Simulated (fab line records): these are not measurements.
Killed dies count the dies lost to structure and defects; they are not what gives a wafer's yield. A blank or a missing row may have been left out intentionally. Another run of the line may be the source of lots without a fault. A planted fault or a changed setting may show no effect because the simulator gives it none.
Chamber matching    flow berkeley cmos170    rie si-02 running UCB170_GATE_ETCH_15: 4 sister chambers
The step etches poly-Si in HBr/Cl2, stops on SiO2, time 56.3 s, target depth 278.2 nm. 14 wafers are shown with their chamber, then 7 later ones without.

WAFERS WITH THEIR CHAMBER
wafer   chamber  throttle valve pct (%)  oes product au (a.u.)  HBr_flow_sccm (sccm)
L488.1  3        26.33                   0.821                  150.6
L488.3  0        26.77                   0.837                  150.3
L488.5  2        26.26                   0.840                  149.7
L490.1  1        26.42                   0.850                  149.0
L490.2  0        26.76                   0.819                  150.8
L490.4  3        26.34                   0.808                  150.6
L489.2  3        26.34                   0.813                  150.0
L489.3  2        26.24                   0.817                  149.4
L489.4  0        26.76                   0.819                  150.0
L495.1  0        26.75                   0.827                  149.5
L495.4  1        26.43                   0.851                  149.3
L495.5  1        26.41                   0.855                  149.5
L501.1  2        26.25                   0.817                  149.7
L501.2  1        26.43                   0.859                  149.8

SIGNATURES (means of the wafers above)
reading             chamber 0  chamber 1  chamber 2  chamber 3  scatter within a chamber
throttle valve pct  26.7600    26.4225    26.2500    26.3367    0.00861
oes product au      0.82550    0.85375    0.82467    0.81400    0.00842
HBr_flow_sccm       150.150    149.400    149.600    150.400    0.391
Rule: for a wafer and a chamber, the distance is found by dividing, reading by reading, the gap between the wafer's reading and the chamber's mean by the reading's scatter, squaring, summing and taking the root. If the next closest chamber is less than 2 further off than the closest, the wafer can't be placed; otherwise it belongs to the closest. The scatter: take each reading less its chamber's mean, square it, sum over the shown wafers, divide by the number of wafers less the number of chambers, and take the root.

WAFERS MISSING THEIR CHAMBER
wafer   throttle valve pct (%)  oes product au (a.u.)  HBr_flow_sccm (sccm)
L501.6  26.44                   0.852                  150.4
L502.1  26.76                   0.819                  149.8
L502.2  26.42                   0.854                  149.9
L502.5  26.77                   0.830                  149.4
L510.1  26.76                   0.825                  150.2
L510.2  26.43                   0.850                  150.0
L510.3  26.25                   0.825                  149.2

WHICH CHAMBER EACH ONE RAN IN
wafer   from the rows above  in truth
L501.6  1                    1
L502.1  0                    0
L502.2  1                    1
L502.5  0                    0
L510.1  0                    0
L510.2  1                    1
L510.3  2                    2
7 of 7 placed correctly. Not placeable from these rows: 0. 0 placed wrongly.
